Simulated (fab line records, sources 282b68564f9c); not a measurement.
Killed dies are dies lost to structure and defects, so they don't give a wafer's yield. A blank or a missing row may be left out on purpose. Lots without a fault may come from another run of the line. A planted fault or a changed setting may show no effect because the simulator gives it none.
A struck lot beside a sound one | flow rit_cmos | 20 steps out of a route of 202
Sound: wafers L966.2, L966.4, L966.5. Struck: wafers L973.1, L973.2, L973.5. The cause comes at the end.
At each step with rows: each side's tool, then ch and its chambers, then its first start. Under that, the readings that differ: sound wafers | struck wafers | difference of the means | sigmas: that difference in standard deviations of wafers without a fault.
alike: readings whose means differ by less than 2 such deviations, and words and numbers that are the same on both sides. not compared: withheld readings, readings that some wafer has no value for, bounds like >300 that may hide the same value, and numbers for which the record gives no deviation and whose values overlap.
The two part at a step that has a row with sigmas, a row that says differs or no value, or rows on one side only. Numbers that don't overlap but have no deviation are shown without sigmas and don't part them. A reading that every wafer of one side lacks parts them only if that side has two wafers or more.

first, 2 steps without rows for these wafers: RIT_NWELL_HARDBAKE_07 (time 120 s); RIT_NWELL_IMPLANT_08.
RIT_NWELL_STRIP_09: strips in O2, time 180 s.
  sound on plasma_asher-04 ch 0,1, day 2 12:20; struck on plasma_asher-01 ch 0,1, day 3 22:52
  alike: drypump_motor_current_A
  not compared: rf_hours_counter_h
RIT_NWELL_TW_MEAS_10:
  sound on film_metro-01, day 2 12:32; struck on film_metro-02, day 3 23:02
  alike: NWELL_TW
then, 6 steps without rows for these wafers: RIT_PWELL_HMDS_00 (prime time 60 s); RIT_PWELL_COAT_01 (resist thk 1300 nm); RIT_PWELL_SOFTBAKE_02 (time 60 s); RIT_PWELL_EXPOSE_03 (exposes mask M3, target cd 43700 nm); RIT_PWELL_PEB_04; RIT_PWELL_DEVELOP_05 (develop time 68 s).
RIT_PWELL_OVL_MEAS_06:
  sound on overlay-02, day 2 13:30; struck on overlay-02, day 3 23:59
  alike: PWELL_OVL
then, 1 step without rows for these wafers: RIT_PWELL_HARDBAKE_07 (time 120 s).
RIT_PWELL_IMPLANT_08:
  sound on implanter-01 ch 0, day 2 13:48; struck on implanter-04 ch 0, day 4 00:16
  reading            | sound                         | struck                           | difference  | sigmas
  dose_ions_cm2      | 7.016e+13 7.005e+13 7.015e+13 | 1.1202e+14 1.1195e+14 1.1194e+14 | +4.1850e+13 | +99 or more
  faraday_current_uA | 225 222 217                   | 350 362 365                      | +138        | +35
RIT_PWELL_STRIP_09: strips in O2, time 180 s.
  sound on plasma_asher-03 ch 0,1, day 2 13:56; struck on plasma_asher-03 ch 0,1, day 4 00:25
  alike: drypump_motor_current_A
  not compared: rf_hours_counter_h
RIT_PWELL_TW_MEAS_10:
  sound on film_metro-01, day 2 14:07; struck on film_metro-01, day 4 00:35
  reading  | sound       | struck         | difference | sigmas
  PWELL_TW | 966 971 964 | 1120 1120 1122 | +154       | +19
then, 1 step without rows for these wafers: RIT_WELLDRIVE_ANNEAL_00 (time 14700 s).
RIT_WELLDRIVE_RS_MEAS_01: measures by four-point-probe.
  sound on film_metro-01, day 2 19:25; struck on film_metro-01, day 4 05:44
  alike: NWELL_RS
RIT_WELLDRIVE_RS_MEAS_02: measures by four-point-probe.
  sound on film_metro-01, day 2 19:32; struck on film_metro-01, day 4 05:51
  reading           | sound             | struck            | difference | sigmas
  PWELL_RS (ohm/sq) | 428.9 427.6 428.1 | 321.9 321.3 321.2 | -106.7     | -89
then, 1 step without rows for these wafers: RIT_NRETRO_HMDS_00 (prime time 60 s).
RIT_M1_PROBE_99:
  sound on prober-01, day 4 01:43; struck on prober-02, day 5 10:19
  reading                             | sound             | struck            | difference | sigmas
  model.etest.nmos_0p3.r_on_ohm_um    | 2084 2117 2101    | 2508 2540 2555    | +434       |
  model.etest.nmos_0p15.r_on_ohm_um   | 1070 1120 1133    | 1285 1285 1318    | +188       |
  model.etest.pwell_pinched.rs_ohm_sq | 455.8 464.4 470.5 | 336.6 335.1 338.8 | -126.7     |
  model.etest.nmos_turned.drive_ua_um | 350.3 345.9 352.6 | 233.5 235.8 230   | -116.5     |
  model.etest.pwell.rs_ohm_sq         | 422 421.1 420.7   | 305 304.2 305.5   | -116       |
  model.etest.nmos_0p15.drive_ua_um   | 493.2 488.1 485.6 | 374.2 373.2 368.1 | -117.1     |
  model.etest.nmos_narrow.drive_ua_um | 232.4 236.9 233.9 | 177.9 172.2 172.1 | -60.3      |
  model.etest.nmos_0p3.drive_ua_um    | 233.9 238.2 238.3 | 173.1 169.6 169.1 | -66.2      |
  alike: killed_at_contacts, killed_at_front_end, killed_dies, killed_open, killed_short

WHERE THEY PART
First at RIT_PWELL_IMPLANT_08; last, within this record, at RIT_WELLDRIVE_RS_MEAS_02. Later steps at which nothing parts them and some readings are alike: RIT_M1_PROBE_99.

WHY: what the simulator had put in
Process parameter drift: implanter-04, from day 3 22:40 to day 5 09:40, at RIT_PWELL_IMPLANT_08. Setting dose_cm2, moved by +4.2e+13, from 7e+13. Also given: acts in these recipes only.
